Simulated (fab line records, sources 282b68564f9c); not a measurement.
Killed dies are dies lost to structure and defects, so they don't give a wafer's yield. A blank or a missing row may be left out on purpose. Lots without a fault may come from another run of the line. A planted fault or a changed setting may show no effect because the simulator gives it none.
A struck lot beside a sound one | flow rit_cmos | 22 steps out of a route of 202
Sound: wafers L521.2, L521.3, L521.4. Struck: wafers L525.2, L525.4, L525.5. The cause comes at the end.
At each step with rows: each side's tool, then ch and its chambers, then its first start. Under that, the readings that differ: sound wafers | struck wafers | difference of the means | sigmas: that difference in standard deviations of wafers without a fault.
alike: readings whose means differ by less than 2 such deviations, and words and numbers that are the same on both sides. not compared: withheld readings, readings that some wafer has no value for, bounds like >300 that may hide the same value, and numbers for which the record gives no deviation and whose values overlap.
The two part at a step that has a row with sigmas, a row that says differs or no value, or rows on one side only. Numbers that don't overlap but have no deviation are shown without sigmas and don't part them. A reading that every wafer of one side lacks parts them only if that side has two wafers or more.

first, 2 steps without rows for these wafers: RIT_NSD_HARDBAKE_07 (time 60 s); RIT_NSD_IMPLANT_08.
RIT_NSD_STRIP_09: strips in O2, time 180 s.
  sound on plasma_asher-01 ch 0,1, day 3 11:05; struck on plasma_asher-03 ch 0,1, day 4 06:09
  alike: drypump_motor_current_A, rf_refl_power_W
  not compared: rf_hours_counter_h
RIT_NSD_TW_MEAS_10:
  sound on film_metro-01, day 3 11:16; struck on film_metro-03, day 4 06:20
  alike: NSD_TW
then, 6 steps without rows for these wafers: RIT_PSD_HMDS_00 (prime time 60 s); RIT_PSD_COAT_01 (resist thk 1000 nm); RIT_PSD_SOFTBAKE_02 (time 60 s); RIT_PSD_EXPOSE_03 (exposes mask M10, target cd 40900 nm); RIT_PSD_PEB_04; RIT_PSD_DEVELOP_05 (develop time 50 s).
RIT_PSD_OVL_MEAS_06:
  sound on overlay-02, day 3 12:17; struck on overlay-01, day 4 07:22
  alike: PSD_OVL
then, 1 step without rows for these wafers: RIT_PSD_HARDBAKE_07 (time 60 s).
RIT_PSD_IMPLANT_08:
  sound on implanter-04 ch 0, day 3 12:30; struck on implanter-03 ch 0, day 4 07:34
  reading                          | sound                         | struck                    | difference | sigmas
  beam_on_s (s)                    | 11.1 11.7 11.3                | 10.2 10.0 9.6             | -1.4       | -3
  dose_ions_cm2                    | 4.997e+15 4.998e+15 5.002e+15 | 1e+15 1.001e+15 1.013e+15 | -4e+15     | -99 or more
  end_station_pressure_torr (Torr) | 1.51e-05 1.55e-05 1.44e-05    | 7.5e-06 7.5e-06 8.5e-06   | -7.2e-06   | -9
  faraday_current_uA               | 13739 13092 13527             | 3073 3109 3237            | -10313     | -23
  alike: tilt_deg
RIT_PSD_STRIP_09: strips in O2, time 180 s.
  sound on plasma_asher-03 ch 0,1, day 3 12:37; struck on plasma_asher-03 ch 0,1, day 4 07:41
  alike: drypump_motor_current_A, rf_refl_power_W
  not compared: rf_hours_counter_h
RIT_PSD_TW_MEAS_10:
  sound on film_metro-01, day 3 12:49; struck on film_metro-03, day 4 07:53
  reading | sound          | struck         | difference | sigmas
  PSD_TW  | 3411 3426 3431 | 2647 2650 2641 | -777       | -25
then, 3 steps without rows for these wafers: RIT_SDANNEAL_CLEAN_00 (cleans in SC1, time 600 s); RIT_SDANNEAL_CLEAN_01 (cleans in dHF, time 30 s); RIT_SDANNEAL_CLEAN_02 (cleans in SC2, time 600 s).
RIT_SDANNEAL_RTA_03: time 5 s.
  sound on rtp_anneal-01 ch 0, day 3 13:14; struck on rtp_anneal-01 ch 0, day 4 08:19
  alike: ramp_up_c_per_s, wafer_temp_C_max
RIT_SDANNEAL_RS_MEAS_04: measures by four-point-probe.
  sound on film_metro-02, day 3 13:18; struck on film_metro-03, day 4 08:26
  reading         | sound                | struck               | difference | sigmas
  PSD_RS (ohm/sq) | 116.39 116.27 115.49 | 150.04 149.74 149.37 | +33.67     | +99 or more
RIT_SDANNEAL_RS_MEAS_05: measures by four-point-probe.
  sound on film_metro-02, day 3 13:25; struck on film_metro-03, day 4 08:33
  alike: NSD_RS
RIT_M1_PROBE_99:
  the record has rows for the sound wafers here (prober-02, day 3 20:37) and none for the struck ones

WHERE THEY PART
First at RIT_PSD_IMPLANT_08; last, within this record, at RIT_M1_PROBE_99.

WHY: what the simulator had put in
Process parameter drift: implanter-03, from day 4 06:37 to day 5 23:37, at RIT_PSD_IMPLANT_08. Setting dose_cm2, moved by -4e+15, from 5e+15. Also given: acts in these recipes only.
